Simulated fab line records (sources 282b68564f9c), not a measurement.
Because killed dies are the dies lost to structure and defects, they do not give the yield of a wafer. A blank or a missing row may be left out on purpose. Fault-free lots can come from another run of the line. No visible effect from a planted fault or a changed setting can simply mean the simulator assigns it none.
Struck lot and sound lot, side by side    flow rit_cmos    14 steps out of a route of 202
Sound: these wafers, L996.1, L996.5, L996.6. Wafers L101.1, L101.2, L101.5 were the ones struck. The cause is named last.
Order at every step that has rows: each side's tool, ch and its chambers, its first start. Under that, the readings that differ: sound wafers    struck wafers    difference of the means    sigmas: that difference in standard deviations of wafers without a fault.
alike: same words and numbers on both sides, and readings whose means sit less than 2 such deviations apart. not compared: any withheld reading, any reading some wafer has no value for, any bound like >300 that may hide the same value, and any number with overlapping values for which the record gives no deviation.
A row with sigmas, a row that says differs or no value, or rows on one side alone: a step with any of these is where the two part. When numbers do not overlap yet have no deviation, they are printed without sigmas and do not part them. Lack of a reading on every wafer of one side parts them only where that side has two or more wafers.

RIT_CONTACT_ETCH_11: etches SiO2 in CHF3/CF4/Ar, stops on TiSi2, target depth 480 nm, time 320 s.
  sound on rie_diel-02 ch 0,2,3, day 5 15:46; struck on rie_diel-03 ch 2,3, day 6 19:23
  alike: cf4_flow_sccm, chamber_pressure_mTorr, drypump_motor_current_A, oes_product_au, throttle_valve_pct
  not compared: rf_hours_counter_h
RIT_CONTACT_STRIP_12: strips in O2, time 180 s.
  sound on plasma_asher-03 ch 0,1, day 5 15:57; struck on plasma_asher-02 ch 0,1, day 6 19:34
  alike: chamber_pressure_mTorr, drypump_motor_current_A
  not compared: rf_hours_counter_h
RIT_CONTACT_CD_MEAS_90: target cd 1000 nm.
  struck on cd_sem-02, day 6 19:44; sound on cd_sem-01, day 5 16:08
reading     sound                 struck               difference  sigmas
cd_nm (nm)  1004.7 1005.1 1004.2  998.5 1000.9 1000.9  -4.6        -2
then, 2 steps without rows for these wafers: RIT_CONTACT_CLEAN_13 (cleans in SC1, time 600 s); RIT_CONTACT_CLEAN_14 (cleans in SC2, time 600 s).
RIT_M1_SPUTTER_00: material Al, target thk 400 nm, time 500 s.
  struck on pvd_sputter-04, day 6 20:13; sound on pvd_sputter-01, day 5 16:36
  alike: throttle_valve_pct
RIT_M1_RS_MEAS_01: the measuring method here is four-point-probe.
  struck on film_metro-01, day 6 20:31; sound on film_metro-04, day 5 16:53
reading            sound                 struck                difference  sigmas
M1_AL_RS (ohm/sq)  0.0720 0.0722 0.0725  0.0750 0.0757 0.0743  +0.0028     +3
RIT_M1_THK_MEAS_02: measures by xrf.
  struck on film_metro-01, day 6 20:38; sound on film_metro-04, day 5 17:01
  alike: M1_AL_THK
then, 4 steps without rows for these wafers: RIT_M1_HMDS_03 (prime time 60 s); RIT_M1_COAT_04 (resist thk 1300 nm); RIT_M1_SOFTBAKE_05 (time 60 s); RIT_M1_EXPOSE_06 (exposes mask M12, target cd 2600 nm).
RIT_M1_PEB_07:
  sound on litho_track-02 ch 0, day 5 17:44; struck on litho_track-01, day 6 21:16
reading          sound           struck  difference                     sigmas
exhaust_pa (Pa)  44.7 44.7 45.2  - - -   no value on the struck wafers  
  not compared: chill_plate_temp_C
then, 1 step without rows for these wafers: RIT_M1_DEVELOP_08 (develop time 68 s).

WHERE THEY PART
First at RIT_CONTACT_CD_MEAS_90; last, within this record, at RIT_M1_PEB_07.

WHY: whatever the simulator had introduced
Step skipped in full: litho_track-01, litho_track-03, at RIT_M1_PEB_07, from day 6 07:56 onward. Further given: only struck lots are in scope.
